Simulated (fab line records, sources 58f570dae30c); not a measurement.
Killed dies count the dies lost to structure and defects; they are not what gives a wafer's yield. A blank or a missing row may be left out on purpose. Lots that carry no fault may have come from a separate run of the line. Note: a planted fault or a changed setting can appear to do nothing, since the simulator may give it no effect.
Which tool did it? -- flow berkeley-cmos170 -- Sampling: 12 lots, 36 wafers, 3 of 331 route steps

WHAT THE GAUGES SHOWED, per wafer
UCB170_V1_CD_MEAS_12 targets a cd of 700 nm.
lot,measured,on,cd-nm (nm)
L608,day 7 20:07,cd-sem-02,697.9 699.3 697.5
L606,day 7 20:14,cd-sem-02,699.2 699.8 699.6
L607,day 7 21:08,cd-sem-01,701.8 700.6 700.1
L609,day 7 23:38,cd-sem-02,700.7 701.1 700.4
L610,day 8 14:50,cd-sem-01,697.2 697.6 697.1
L611,day 8 15:09,cd-sem-02,699.0 699.4 699.3
L620,day 10 09:35,cd-sem-01,701.0 699.9 699.2
L622,day 10 14:56,cd-sem-01,701.9 701.3 702.1
L623,day 10 15:19,cd-sem-01,699.1 698.0 698.7
L625,day 10 20:29,cd-sem-02,701.5 699.7 699.3
L621,day 10 21:11,cd-sem-01,698.9 699.5 701.0
L626,day 10 23:20,cd-sem-01,699.3 698.9 698.5

UCB170_M2_OVL_MEAS_16.
lot,measured,on,M2_OVL (nm)
L608,day 8 00:29,overlay-02,1 -2 -3
L606,day 8 00:35,overlay-01,6 15 1
L607,day 8 00:52,overlay-02,-10 1 -4
L609,day 8 03:02,overlay-01,2 2 2
L610,day 8 18:37,overlay-01,4 10 9
L611,day 8 18:57,overlay-01,-3 -7 -3
L620,day 10 12:45,overlay-02,-10 -7 -1
L622,day 10 18:32,overlay-01,-6 -3 -1
L623,day 10 18:54,overlay-01,-6 -8 -10
L625,day 10 23:41,overlay-01,-1 11 4
L621,day 11 00:41,overlay-01,0 2 -6
L626,day 11 02:16,overlay-02,2 -2 -2

UCB170_V2_OVL_MEAS_13.
lot,measured,on,V2_OVL (nm)
L608,day 8 04:13,overlay-01,0 -5 -3
L606,day 8 04:23,overlay-02,4 5 0
L607,day 8 04:29,overlay-01,-1 0 -4
L609,day 8 05:53,overlay-01,7 -6 -6
L610,day 8 21:56,overlay-01,-12 -5 4
L611,day 8 22:13,overlay-02,0 -5 -3
L620,day 10 16:01,overlay-01,-7 7 -3
L622,day 10 21:11,overlay-02,0 -6 -4
L623,day 10 21:26,overlay-02,-2 4 -1
L625,day 11 02:34,overlay-01,1 -6 0
L621,day 11 07:28,overlay-01,16 -2 8
L626,day 11 07:18,overlay-01,5 4 2

WHICH TOOL RAN EACH LOT (tool, then ch and the chambers of the sampled wafers, then the start)
Record: no process step prior to these readings.

AS READ BY THE TOOLS THEMSELVES (means over the sampled wafers that have a number; for cases with no such wafer, the mark the record gives instead)
The record holds no such reading with a usual standard deviation.

THE ANSWER, worked out from the rows above alone
Rule: the lots themselves supply what counts as usual. The widest of any qualifying gaps counts: lots, ordered by their means at a reading, are off when they make up no more than a third of the lots, leave a main group of 4 or more, and stand apart from it by 3 or more times the standard deviation of that group's means. A main group is skipped when, at the precision printed for the reading in the tables above, its means are all equal. Also off: a lot with no number at a reading for which 4 or more lots have one. All remaining lots with rows at the step are treated as sound. Order of review: gauges by route order, followed by the tools' own readings, for which a lot's mean as printed above is used. At the first step where some lot is off, the reading lying furthest off is the one used; lots without a number count as furthest.
None of the lots is off at any reading shown; this tells nothing.

WHAT THE SIMULATOR PUT IN
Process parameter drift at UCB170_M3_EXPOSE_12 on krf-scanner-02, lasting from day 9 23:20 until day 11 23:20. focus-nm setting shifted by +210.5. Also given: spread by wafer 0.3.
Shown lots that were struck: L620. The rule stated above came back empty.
